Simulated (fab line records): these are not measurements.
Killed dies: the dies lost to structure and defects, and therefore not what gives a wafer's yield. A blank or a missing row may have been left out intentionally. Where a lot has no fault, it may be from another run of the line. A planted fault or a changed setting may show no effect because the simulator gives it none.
fab line records	flow ritCmos
record lots=13	wafers=39	lastDay=8
route steps=202 shown NLDD@109 PLDD@120 SPACER@130 CONTACT@179 M1@202
lots with no fault: from the same line, run without faults
startH: the number of hours between the record's first day and the start of the first shown wafer of the lot	waitH: hours from the lot's prior step to this one	" identical to the entry in the row above	L1.1+2: several wafers, shown together as one row	- no value, or no start given	* or withheld: withheld	< > ~ a bound
route shown NAME@n: NAME is a module with steps in the file, n the number in the route of the first one	usual: mean/standard deviation taken from wafers without a fault	same: alike in all rows	chamber/n: place in a boat	sites: the reading at each site	_std_site: their standard deviation	_edge_site: mean of outer sites minus mean of inner sites	radiusMm: how far each site lies from the wafer's centre	mask NAME#n: copy n	behind: tool/chamber where the wafer was last shaped	hold: the reason the lot was held/the length of the hold in hours/how it ended	device: names the non-switching transistor (n, p or np)	end of line: tests run on the same wafers once the route is complete	where a step has no rows: the recipe by itself	killed: not the wafer's yield, but the dies lost to structure and defects at the first sort	map: a wafer's dies, marking killed ones x, the rest . and places with no die _
set.NAME: the setting that was run; set.NAME@STEP: the one run at that earlier step	model.NAME: the simulator's own value behind a step, which no gauge read
steps of the route over a sample of lots; a table a step, a row a wafer
services: a tool's chamber out of use, with start hour (startH, from the record's first day; less than 0 if before it), hours out, and reason
## steps
# step RIT_NLDD_OVL_MEAS_06
# usual NLDD_OVL=0.3/1.3
lot.wafer	tool	chamber	startH	waitH	NLDD_OVL[nm]
L662.1	overlay-02	-	52.43	-	-0.1
L662.4	"	-	"	"	-0.4
L662.5	"	-	"	"	-1.4
L663.1	overlay-01	-	56.90	-	0.2
L663.2	"	-	"	"	0.1
L663.4	"	-	"	"	0.1
L664.1	overlay-02	-	62.28	-	1.3
L664.2	"	-	"	"	-0.4
L664.3	"	-	"	"	-0.5
L665.2	overlay-01	-	67.91	-	-3.0
L665.3	"	-	"	"	-3.5
L665.5	"	-	"	"	-1.8
L666.1	overlay-02	-	74.60	-	0.7
L666.3	"	-	"	"	-1.5
L666.6	"	-	"	"	-2.7
L667.4	overlay-01	-	77.21	-	0.1
L667.5	"	-	"	"	-0.7
L667.6	"	-	"	"	0.9
L669.3	overlay-02	-	88.46	-	-0.1
L669.5	"	-	"	"	1.6
L669.6	"	-	"	"	-0.3
L671.1	overlay-02	-	94.05	-	-0.1
L671.2	"	-	"	"	-0.7
L671.4	"	-	"	"	-1.6
L678.1	overlay-02	-	127.41	-	2.7
L678.3	"	-	"	"	2.7
L678.5	"	-	"	"	1.5
L682.3	overlay-02	-	145.71	-	-0.4
L682.4	"	-	"	"	1.3
L682.6	"	-	"	"	0.9
L683.1	overlay-01	-	153.08	-	0.1
L683.5	"	-	"	"	0.6
L683.6	"	-	"	"	-1.2
L684.3	overlay-01	-	159.88	-	-0.8
L684.4	"	-	"	"	1.0
L684.6	"	-	"	"	-1.4
L685.2	overlay-01	-	166.83	-	0.0
L685.4	"	-	"	"	0.7
L685.5	"	-	"	"	1.5
# step RIT_PLDD_OVL_MEAS_06
# usual PLDD_OVL=-0.2/1.4
lot.wafer	tool	chamber	startH	waitH	PLDD_OVL[nm]
L662.1	overlay-01	-	53.85	-	-1.4
L662.4	"	-	"	"	-0.6
L662.5	"	-	"	"	2.0
L663.1	overlay-01	-	58.45	-	-1.2
L663.2	"	-	"	"	-1.8
L663.4	"	-	"	"	-2.3
L664.1	overlay-02	-	63.71	-	-0.1
L664.2	"	-	"	"	0.9
L664.3	"	-	"	"	0.1
L665.2	overlay-02	-	69.46	-	2.1
L665.3	"	-	"	"	2.8
L665.5	"	-	"	"	-1.0
L666.1	overlay-02	-	76.15	-	0.6
L666.3	"	-	"	"	-0.9
L666.6	"	-	"	"	0.0
L667.4	overlay-02	-	78.63	-	1.7
L667.5	"	-	"	"	0.9
L667.6	"	-	"	"	1.8
L669.3	overlay-01	-	90.11	-	0.2
L669.5	"	-	"	"	-0.9
L669.6	"	-	"	"	0.4
L671.1	overlay-02	-	95.78	-	0.5
L671.2	"	-	"	"	0.6
L671.4	"	-	"	"	0.6
L678.1	overlay-01	-	128.83	-	-2.5
L678.3	"	-	"	"	-1.7
L678.5	"	-	"	"	-1.1
L682.3	overlay-01	-	147.33	-	-1.2
L682.4	"	-	"	"	1.5
L682.6	"	-	"	"	-0.6
L683.1	overlay-01	-	154.50	-	-0.3
L683.5	"	-	"	"	-2.1
L683.6	"	-	"	"	-0.8
L684.3	overlay-01	-	161.30	-	0.3
L684.4	"	-	"	"	-0.3
L684.6	"	-	"	"	-0.3
L685.2	overlay-02	-	168.43	-	0.9
L685.4	"	-	"	"	1.1
L685.5	"	-	"	"	-0.1
# step RIT_SPACER_ETCHBACK_05
# recipe targetDepthA=2500	SF6_flow_sccm=30	CHF3_flow_sccm=30	target=Si3N4	chemistry=SF6/CHF3	pressureMtorr=40	rfW=250	timeS=240	stopOn=SiO2
# usual chamberPressureMTorr=40.00/0.033	drypumpMotorCurrentA=5.6/0.51	oesProductAu=0.841/0.014	rfFwdPowerW=249.3/0.73	throttleValvePct=10.30/0.1
lot.wafer	tool	chamber	startH	waitH	chamberPressureMTorr	drypumpMotorCurrentA	oesProductAu	rfFwdPowerW	rfHoursCounterH	throttleValvePct
L662.1	rieDiel-04	0	56.76	0.1	40.01	5.1	0.851	249.4	82	10.34
L662.4	"	1	"	"	39.98	4.9	0.827	250.4	110	10.39
L662.5	"	1	"	"	39.96	4.9	0.829	250.4	-	10.38
L663.1	rieDiel-03	0	61.38	0.1	40.00	5.3	0.856	249.4	3	10.18
L663.2	"	2	"	"	39.98	6.5	0.836	249.1	2	10.40
L663.4	"	1	"	"	40.01	6.1	0.849	250.3	1	10.14
L664.1	rieDiel-04	1	66.62	0.1	40.01	4.9	0.835	249.0	110	10.38
L664.2	"	0	"	"	39.95	5.1	0.841	248.8	82	10.32
L664.3	"	2	"	"	39.99	5.0	0.852	248.9	3	10.35
L665.2	rieDiel-04	3	72.38	0.0	40.02	5.8	0.864	250.5	112	10.22
L665.3	"	1	"	"	40.01	4.9	0.834	250.1	110	10.38
L665.5	"	3	"	"	40.02	5.8	0.859	249.4	-	10.22
L666.1	rieDiel-04	1	79.07	0.1	39.98	4.9	0.822	248.5	110	10.38
L666.3	"	0	"	"	40.03	5.1	0.851	249.0	82	10.32
L666.6	"	3	"	"	40.00	5.8	0.871	248.5	-	10.23
L667.4	rieDiel-03	3	81.67	0.0	40.01	5.7	0.827	248.5	17	10.30
L667.5	"	3	"	"	40.01	5.7	0.829	248.6	-	10.31
L667.6	"	2	"	"	39.98	6.5	0.841	249.3	-	10.42
L669.3	rieDiel-04	1	93.10	0.0	39.95	4.9	0.827	249.0	110	10.38
L669.5	"	3	"	"	39.95	5.8	0.846	288.1	-	10.20
L669.6	"	2	"	"	39.99	5.0	0.847	249.8	-	10.36
L671.1	rieDiel-01	2	98.69	0.1	40.01	6.0	0.839	249.8	69	10.39
L671.2	"	1	"	"	39.97	5.6	0.821	249.2	40	10.23
L671.4	"	0	"	"	40.08	5.6	0.811	249.2	-	10.38
L678.1	rieDiel-03	3	132.38	0.1	39.97	5.7	0.842	250.5	18	10.30
L678.3	"	1	"	"	40.03	6.1	0.850	248.6	2	10.15
L678.5	"	2	"	"	40.07	6.5	0.838	248.5	-	10.40
L682.3	rieDiel-01	1	150.26	0.0	40.01	5.6	0.820	249.6	41	10.25
L682.4	"	3	"	"	40.00	6.2	0.809	249.7	86	9.97
L682.6	"	2	"	"	40.02	6.0	0.824	250.1	-	10.38
L683.1	rieDiel-03	1	157.41	0.1	40.00	6.1	0.834	249.8	3	10.15
L683.5	"	2	"	"	40.04	6.5	0.815	250.3	-	10.40
L683.6	"	3	"	"	40.05	5.7	0.829	249.7	-	10.30
L684.3	rieDiel-03	1	164.20	0.0	40.04	6.1	0.850	248.7	3	10.16
L684.4	"	1	"	"	40.05	6.1	0.836	248.9	-	10.16
L684.6	"	3	"	"	39.99	5.7	0.833	249.5	-	10.29
L685.2	rieDiel-03	3	171.34	0.0	40.05	5.6	0.833	250.0	19	10.32
L685.4	"	2	"	"	40.02	6.5	0.827	249.9	5	10.41
L685.5	"	3	"	"	40.02	5.6	0.841	250.1	-	10.31
# step RIT_CONTACT_ETCH_11
# recipe targetDepthA=4800	overEtchFrac=0.2	stopOn=TiSi2	chemistry=CHF3/CF4/Ar	target=SiO2	CHF3_flow_sccm=50	cf4FlowSccm=10	Ar_flow_sccm=100	O2_flow_sccm=5	pressureMtorr=100	rfW=200	timeS=320
# usual chamberPressureMTorr=99.99/0.098	drypumpMotorCurrentA=5.8/0.39	oesProductAu=0.981/0.012	throttleValvePct=8.87/0.13
lot.wafer	tool	chamber	startH	waitH	chamberPressureMTorr	drypumpMotorCurrentA	oesProductAu	rfHoursCounterH	throttleValvePct
L662.1	rieDiel-02	3	63.17	0.1	100.08	5.5	0.959	5	8.71
L662.4	"	1	"	"	100.01	6.0	0.976	124	8.90
L662.5	"	2	"	"	99.80	5.4	0.988	-	9.00
L663.1	rieDiel-03	2	67.52	0.1	100.00	6.5	0.979	2	8.99
L663.2	"	0	"	"	99.90	5.2	0.992	4	8.79
L663.4	"	1	"	"	100.05	6.1	0.990	1	8.73
L664.1	rieDiel-01	3	72.59	0.1	100.03	6.3	0.973	84	8.65
L664.2	"	0	"	"	100.01	5.5	0.959	18	8.94
L664.3	"	1	"	"	99.86	5.6	0.972	39	8.82
L665.2	rieDiel-03	1	78.70	0.1	99.94	6.1	1.000	1	8.74
L665.3	"	0	"	"	100.08	5.2	1.000	4	8.79
L665.5	"	0	"	"	100.10	5.2	1.001	-	8.78
L666.1	rieDiel-01	1	85.49	0.1	99.96	5.6	0.970	39	8.82
L666.3	"	2	"	"	99.95	6.0	0.983	69	8.97
L666.6	"	0	"	"	100.04	5.6	0.960	-	8.93
L667.4	rieDiel-03	1	88.13	0.1	99.89	6.1	0.994	1	8.74
L667.5	"	1	"	"	100.08	6.1	0.995	-	8.74
L667.6	"	2	"	"	99.95	6.5	0.984	-	8.97
L669.3	rieDiel-03	3	99.04	0.1	99.99	5.7	0.986	17	8.88
L669.5	"	1	"	"	99.91	6.1	0.990	-	8.73
L669.6	"	2	"	"	99.94	6.5	0.973	-	9.00
L671.1	rieDiel-01	0	104.59	0.1	100.03	5.5	0.964	19	8.94
L671.2	"	1	"	"	100.00	5.6	0.968	40	8.83
L671.4	"	3	"	"	100.04	6.3	0.967	84	8.65
L678.1	rieDiel-03	2	138.73	0.1	100.08	6.5	0.981	4	8.98
L678.3	"	1	"	"	100.01	6.1	0.995	3	8.75
L678.5	"	2	"	"	99.87	6.5	0.977	-	8.97
L682.3	rieDiel-02	1	156.58	0.1	100.10	6.0	0.979	126	8.90
L682.4	"	0	"	"	99.94	5.8	0.984	0	9.14
L682.6	"	1	"	"	99.88	6.0	0.971	-	8.90
L683.1	rieDiel-02	1	163.61	0.1	99.96	6.0	0.978	126	8.91
L683.5	"	2	"	"	99.96	5.4	0.985	-	9.01
L683.6	"	3	"	"	100.04	5.5	0.965	-	8.71
L684.3	rieDiel-01	3	170.17	0.1	100.02	6.2	0.975	86	8.65
L684.4	"	0	"	"	100.01	5.6	0.963	20	8.94
L684.6	"	3	"	"	99.89	6.2	0.969	-	8.64
L685.2	rieDiel-03	1	177.51	0.1	100.03	6.1	0.990	3	8.74
L685.4	"	0	"	"	100.05	5.2	1.004	6	8.80
L685.5	"	0	"	"	100.10	5.2	1.001	-	8.80
# step RIT_M1_PROBE_99
# usual killedAtFrontEnd=7/3.1	killedDies=7/3.1	killedOpen=3.3/2	killedShort=3.5/1.9
# same grossDies=264	killed_at_M0_to_M3=0	killed_at_M4_up=0	killedAtBackSide=0	killedAtContacts=0	killedAtOther=0
lot.wafer	tool	chamber	startH	waitH	killedAtFrontEnd	killedDies	killedOpen	killedShort
L662.1	prober-02	-	68.21	0.1	5	5	3	2
L662.4	prober-02	-	68.36	0.2	6	6	1	5
L662.5	prober-02	-	68.41	0.2	6	6	3	3
L663.1	prober-01	-	72.39	0.1	8	8	6	2
L663.2	prober-01	-	72.44	0.1	4	4	1	3
L663.4	prober-01	-	72.54	0.2	5	5	2	3
L664.1	prober-02	-	77.44	0.1	9	9	4	5
L664.2	prober-02	-	77.49	0.1	12	12	6	6
L664.3	prober-02	-	77.54	0.2	9	9	4	5
L665.2	prober-01	-	84.38	0.1	5	5	4	1
L665.3	prober-01	-	84.43	0.2	8	8	4	4
L665.5	prober-01	-	84.53	0.2	11	11	6	5
L666.1	prober-02	-	90.63	0.1	11	11	3	8
L666.3	prober-02	-	90.73	0.2	7	7	5	2
L666.6	prober-02	-	90.88	0.2	12	12	5	7
L667.4	prober-01	-	93.22	0.2	3	3	0	3
L667.5	prober-01	-	93.27	0.2	4	4	2	2
L667.6	prober-01	-	93.32	0.2	5	5	4	1
L669.3	prober-01	-	104.30	0.2	8	8	3	5
L669.5	prober-01	-	104.40	0.2	4	4	2	2
L669.6	prober-01	-	104.45	0.2	11	11	8	3
L671.1	prober-01	-	109.44	0.1	10	10	4	6
L671.2	prober-01	-	109.49	0.1	10	10	6	4
L671.4	prober-01	-	109.59	0.2	9	9	5	4
L678.1	prober-02	-	143.60	0.1	9	9	5	3
L678.3	prober-02	-	143.70	0.2	4	4	2	2
L678.5	prober-02	-	143.80	0.2	14	14	8	6
L682.3	prober-02	-	161.64	0.2	8	8	6	2
L682.4	prober-02	-	161.69	0.2	7	7	1	6
L682.6	prober-02	-	161.79	0.2	1	1	0	1
L683.1	prober-01	-	169.19	0.1	5	5	1	4
L683.5	prober-01	-	169.39	0.2	5	5	2	3
L683.6	prober-01	-	169.44	0.2	5	5	2	3
L684.3	prober-02	-	175.34	0.2	3	3	2	1
L684.4	prober-02	-	175.39	0.2	5	5	1	4
L684.6	prober-02	-	175.49	0.2	7	7	4	3
L685.2	prober-01	-	182.41	0.1	8	8	2	6
L685.4	prober-01	-	182.51	0.2	10	10	5	5
L685.5	prober-01	-	182.56	0.2	0	0	0	0
# killed by level:class
L662.1 FOX1:geometricParticle:open=1 GATE:geometricParticle:open=1 GATE:geometricParticle:short=1 SPACER:geometricParticle:short=1 SPACER:geometricParticle:open=1
L662.4 FOX1:geometricParticle:short=2 GATE:geometricParticle:short=2 FOX2:geometricParticle:short=1 GATE:geometricParticle:open=1
L662.5 FOX1:geometricParticle:short=3 FOX1:geometricParticle:open=1 FOX2:geometricParticle:open=1 GATE:geometricParticle:open=1
L663.1 GATE:geometricParticle:open=3 ACTIVE:geometricParticle:open=1 GATE:geometricParticle:short=1 REOX:geometricParticle:open=1 SILICIDE:geometricParticle:open=1 SILICIDE:geometricParticle:short=1
L663.2 SILICIDE:geometricParticle:short=2 GATE:geometricParticle:open=1 GATE:geometricParticle:short=1
L663.4 SILICIDE:geometricParticle:short=2 GATE:geometricParticle:open=1 REOX:geometricParticle:open=1 SPACER:geometricParticle:short=1
L664.1 GATE:geometricParticle:open=2 GATE:geometricParticle:short=2 SPACER:geometricParticle:short=2 SILICIDE:geometricParticle:open=2 REOX:geometricParticle:short=1
L664.2 REOX:geometricParticle:short=3 SPACER:geometricParticle:open=3 SILICIDE:geometricParticle:open=2 FOX1:geometricParticle:short=1 FOX1:geometricParticle:open=1 GATE:geometricParticle:short=1 SPACER:geometricParticle:short=1
L664.3 GATE:geometricParticle:open=4 GATE:geometricParticle:short=2 FOX1:geometricParticle:short=1 SPACER:geometricParticle:short=1 SILICIDE:geometricParticle:short=1
L665.2 SILICIDE:geometricParticle:open=2 FOX1:geometricParticle:open=1 GATE:geometricParticle:open=1 SILICIDE:geometricParticle:short=1
L665.3 REOX:geometricParticle:short=2 FOX1:geometricParticle:open=1 FOX2:geometricParticle:open=1 GATE:geometricParticle:short=1 GATE:geometricParticle:open=1 SPACER:geometricParticle:open=1 SPACER:geometricParticle:short=1
L665.5 GATE:geometricParticle:open=3 FOX1:geometricParticle:short=2 GATE:geometricParticle:short=1 REOX:geometricParticle:open=1 REOX:geometricParticle:short=1 SPACER:geometricParticle:short=1 SPACER:geometricParticle:open=1 SILICIDE:geometricParticle:open=1
L666.1 SILICIDE:geometricParticle:short=5 GATE:geometricParticle:short=2 REOX:geometricParticle:open=1 SPACER:geometricParticle:open=1 SPACER:geometricParticle:short=1 SILICIDE:geometricParticle:open=1
L666.3 GATE:geometricParticle:open=3 SPACER:geometricParticle:short=2 REOX:geometricParticle:open=1 SPACER:geometricParticle:open=1
L666.6 GATE:geometricParticle:short=5 SILICIDE:geometricParticle:short=2 SILICIDE:geometricParticle:open=2 ACTIVE:geometricParticle:open=1 REOX:geometricParticle:open=1 SPACER:geometricParticle:open=1
L667.4 GATE:geometricParticle:short=2 FOX1:geometricParticle:short=1
L667.5 GATE:geometricParticle:open=2 GATE:geometricParticle:short=1 SILICIDE:geometricParticle:short=1
L667.6 REOX:geometricParticle:open=2 SILICIDE:geometricParticle:open=2 GATE:geometricParticle:short=1
L669.3 FOX1:geometricParticle:short=2 GATE:geometricParticle:short=2 FOX1:geometricParticle:open=1 FOX2:geometricParticle:open=1 REOX:geometricParticle:short=1 REOX:geometricParticle:open=1
L669.5 FOX1:geometricParticle:short=1 GATE:geometricParticle:open=1 REOX:geometricParticle:open=1 SPACER:geometricParticle:short=1
L669.6 FOX1:geometricParticle:open=4 GATE:geometricParticle:open=3 REOX:geometricParticle:short=2 GATE:geometricParticle:short=1 SILICIDE:geometricParticle:open=1
L671.1 FOX2:geometricParticle:short=3 SPACER:geometricParticle:open=2 SPACER:geometricParticle:short=2 GATE:geometricParticle:open=1 REOX:geometricParticle:open=1 SILICIDE:geometricParticle:short=1
L671.2 SILICIDE:geometricParticle:open=3 REOX:geometricParticle:short=2 REOX:geometricParticle:open=2 GATE:geometricParticle:short=1 GATE:geometricParticle:open=1 SPACER:geometricParticle:short=1
L671.4 GATE:geometricParticle:open=4 SILICIDE:geometricParticle:short=2 REOX:geometricParticle:short=1 SPACER:geometricParticle:short=1 SILICIDE:geometricParticle:open=1
L678.1 FOX1:geometricParticle:open=4 FOX1:geometricParticle:short=1 FOX2:geometricParticle:short=1 GATE:geometricParticle:open=1 REOX:geometricParticle:short=1 PLDD:coatMicrobubblePrinted=1
L678.3 FOX2:geometricParticle:open=1 GATE:geometricParticle:short=1 GATE:geometricParticle:open=1 SILICIDE:geometricParticle:short=1
L678.5 GATE:geometricParticle:open=8 GATE:geometricParticle:short=3 SILICIDE:geometricParticle:short=3
L682.3 SPACER:geometricParticle:open=3 REOX:geometricParticle:open=2 FOX2:geometricParticle:short=1 REOX:geometricParticle:short=1 SILICIDE:geometricParticle:open=1
L682.4 GATE:geometricParticle:short=3 REOX:geometricParticle:short=2 REOX:geometricParticle:open=1 SILICIDE:geometricParticle:short=1
L682.6 GATE:geometricParticle:short=1
L683.1 SILICIDE:geometricParticle:short=3 SPACER:geometricParticle:short=1 SILICIDE:geometricParticle:open=1
L683.5 FOX1:geometricParticle:short=1 SPACER:geometricParticle:short=1 SPACER:geometricParticle:open=1 SILICIDE:geometricParticle:short=1 SILICIDE:geometricParticle:open=1
L683.6 GATE:geometricParticle:open=2 FOX1:geometricParticle:short=1 GATE:geometricParticle:short=1 REOX:geometricParticle:short=1
L684.3 GATE:geometricParticle:open=2 GATE:geometricParticle:short=1
L684.4 SILICIDE:geometricParticle:short=2 FOX1:geometricParticle:open=1 FOX2:geometricParticle:short=1 GATE:geometricParticle:short=1
L684.6 FOX1:geometricParticle:short=2 FOX2:geometricParticle:open=1 GATE:geometricParticle:open=1 SPACER:geometricParticle:open=1 SILICIDE:geometricParticle:open=1 SILICIDE:geometricParticle:short=1
L685.2 GATE:geometricParticle:short=3 FOX2:geometricParticle:open=2 FOX1:geometricParticle:short=1 FOX2:geometricParticle:short=1 REOX:geometricParticle:short=1
L685.4 FOX1:geometricParticle:open=3 FOX1:geometricParticle:short=2 FOX2:geometricParticle:open=2 GATE:geometricParticle:short=1 REOX:geometricParticle:short=1 SILICIDE:geometricParticle:short=1
## services
tool	chamber	startH	hours	kind
rieDiel-01	0	56.66	6.4	repair
rieDiel-04	3	57.05	10.8	repair
rieDiel-01	1	72.72	9.4	repair
rieDiel-01	3	79.12	24.8	repair
rieDiel-01	3	109.01	5.2	repair
rieDiel-01	0	109.79	5.3	repair
rieDiel-02	0	124.13	-	clean
rieDiel-02	0	124.13	19.0	scheduledDown
rieDiel-02	0	124.13	19.0	ventCycle
rieDiel-02	-	130.37	2.8	pm
rieDiel-01	1	131.37	7.8	repair
rieDiel-04	1	156.96	3.3	repair
rieDiel-02	-	159.14	0.9	repair
rieDiel-03	0	160.22	8.5	repair
## key
firstSign step=RIT_SPACER_ETCHBACK_05	reading=rfFwdPowerW	direction=up	sigmas=53	usual=249.3	struck=288.1
effect none on later readings
metAt RIT_SPACER_ETCHBACK_05
struckLots L669
struckWafers L669.5
testerLeftOut L669
notActingAt RIT_NLDD_OVL_MEAS_06,RIT_PLDD_OVL_MEAS_06,RIT_CONTACT_ETCH_11
onsetBetween 79.07 93.10
fault kind=processParameterDrift	tool=rieDiel-04	chamber=3	onsetH=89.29	steps=RIT_SPACER_ETCHBACK_05	channel=rfW	offset=40	shape=step	endH=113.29	actsIn=theseRecipesOnly	stated=250
# testerLeftOut: of these lots the tester's yield and bins aren't shown, on N5 and GAA mostly nor the transistor test; their killed dies are dies lost to structure and defects alone, not to doping, threshold or leakage, so they don't give the yield
